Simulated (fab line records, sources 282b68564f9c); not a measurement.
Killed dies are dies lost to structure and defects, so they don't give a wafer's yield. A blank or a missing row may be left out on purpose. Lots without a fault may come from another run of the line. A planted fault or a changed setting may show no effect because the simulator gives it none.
Split-lot experiment | flow rit_cmos | 5 lots, 23 wafers read, on a route of 202 steps

THE SPLIT
At RIT_NRETRO_COAT_01 (resist thk 1300 nm), the setting resist_thk_nm was moved away from the recipe's 1300 nm on 6 of the 23 wafers read, by -4.6% to +4.9%. The other wafers ran this setting at the recipe's value.

FROM THE SPLIT TO THE READING: what the file shows between them, 3 steps
- RIT_NRETRO_SOFTBAKE_02: time 60 s
- RIT_NRETRO_EXPOSE_03: exposes mask M4, target cd 43900 nm
- RIT_NRETRO_DEVELOP_05: develop time 68 s

THE READING
NOVOLAK_of_NRETRO_COAT_01.thk_nm (the simulator's own value, which no gauge read), in nm, at RIT_NRETRO_HARDBAKE_07 (time 120 s). The file gives no usual value for it. The 17 wafers here that ran the recipe average 1136 nm, standard deviation 2.4 nm.

wafer  | tool, chamber at the split | resist_thk_nm as run, nm | against the recipe | NOVOLAK_of_NRETRO_COAT_01.thk_nm, nm | against lot-mates on the recipe
L075.2 | litho_track-02, 0          | 1240                     | -4.6%              | 1088                                 | -51
L075.3 | litho_track-02, 0          | 1300                     | recipe             | 1142                                 | -
L075.4 | litho_track-02, 0          | 1240                     | -4.6%              | 1089                                 | -50
L075.5 | litho_track-02, 0          | 1300                     | recipe             | 1138                                 | -
L075.6 | litho_track-02, 0          | 1300                     | recipe             | 1138                                 | -
L077.1 | litho_track-02, 0          | 1300                     | recipe             | 1135                                 | -
L077.3 | litho_track-02, 0          | 1300                     | recipe             | 1135                                 | -
L077.2 | litho_track-02, 0          | 1300                     | recipe             | 1132                                 | -
L077.4 | litho_track-02, 0          | 1300                     | recipe             | 1137                                 | -
L077.6 | litho_track-02, 0          | 1300                     | recipe             | 1138                                 | -
L079.1 | litho_track-01, 0          | 1300                     | recipe             | 1136                                 | -
L079.3 | litho_track-01, 0          | 1300                     | recipe             | 1136                                 | -
L079.5 | litho_track-01, 0          | 1300                     | recipe             | 1134                                 | -
L080.1 | litho_track-03, 0          | 1246                     | -4.2%              | 1084                                 | -50
L080.3 | litho_track-03, 0          | 1300                     | recipe             | 1134                                 | -
L080.6 | litho_track-03, 0          | 1300                     | recipe             | 1134                                 | -
L080.4 | litho_track-03, 0          | 1246                     | -4.2%              | 1091                                 | -43
L080.5 | litho_track-03, 0          | 1300                     | recipe             | 1133                                 | -
L082.2 | litho_track-02, 0          | 1364                     | +4.9%              | 1189                                 | +52
L082.3 | litho_track-02, 0          | 1300                     | recipe             | 1136                                 | -
L082.5 | litho_track-02, 0          | 1300                     | recipe             | 1136                                 | -
L082.4 | litho_track-02, 0          | 1364                     | +4.9%              | 1190                                 | +53
L082.6 | litho_track-02, 0          | 1300                     | recipe             | 1139                                 | -

THE FIT
A straight line over all 23 wafers: NOVOLAK_of_NRETRO_COAT_01.thk_nm changes by +10.9 nm for each +1% of resist_thk_nm; r = +0.99; the points scatter about the line by 2.8 nm.
The same after taking each lot's own level away (the mean of its wafers on the recipe; 23 wafers): +10.9 nm for each +1%; r = +1.00; scatter 1.8 nm.
On that fit, the largest move of resist_thk_nm shifts the reading by 54 nm.
The lots' own levels span 1133.7 to 1139.3 nm, that is 2.4 times the standard deviation above.
So the lot-to-lot level changes the slope little: the two slopes agree.
Check: with one of the wafers moved furthest among these (+4.9%) left out of the fit, the line predicts +53.9 nm for it against its lot-mates. It came out at +52 nm against them.

OTHER SPLITS ON THESE WAFERS
These wafers also went through other splits before the reading. Each is held against what the fit with the lots' levels taken away leaves over:
other split on the same wafers       | wafers away from the commonest value | r with NOVOLAK_of_NRETRO_COAT_01.thk_nm (lot level and that fit taken away)
RIT_ACTIVE_CVD_03 sih2cl2_flow_sccm  | 18                                   | +0.08
RIT_ACTIVE_DEVELOP_10 develop_time_s | 10                                   | -0.31
RIT_ACTIVE_ETCH_13 rf_w              | 5                                    | +0.06
RIT_FOX1_OXIDATION_00 temp_c         | 15                                   | -0.05
RIT_NWELL_IMPLANT_08 energy_kev      | 5                                    | +0.14
RIT_PWELL_COAT_01 spin_rpm           | 10                                   | -0.23
RIT_PWELL_IMPLANT_08 dose_cm2        | 4                                    | +0.14

THE WHOLE CHAIN: every reading that the file lists as answering this split, in the file's order
step                   | what it does       | reading                                                                           | change (the file's fit)              | r (the file's)
RIT_NRETRO_COAT_01     | resist thk 1300 nm | NOVOLAK_of_NRETRO_COAT_01.thk_nm (the simulator's own value, which no gauge read) | +12.7 nm for each +1% of the setting | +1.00
RIT_NRETRO_HARDBAKE_07 | time 120 s         | NOVOLAK_of_NRETRO_COAT_01.thk_nm (the simulator's own value, which no gauge read) | +10.9 nm for each +1% of the setting | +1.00

THE FILE'S OWN FIT
NOVOLAK_of_NRETRO_COAT_01.thk_nm changes by +10.9 nm for each +1% of resist_thk_nm, r = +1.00.
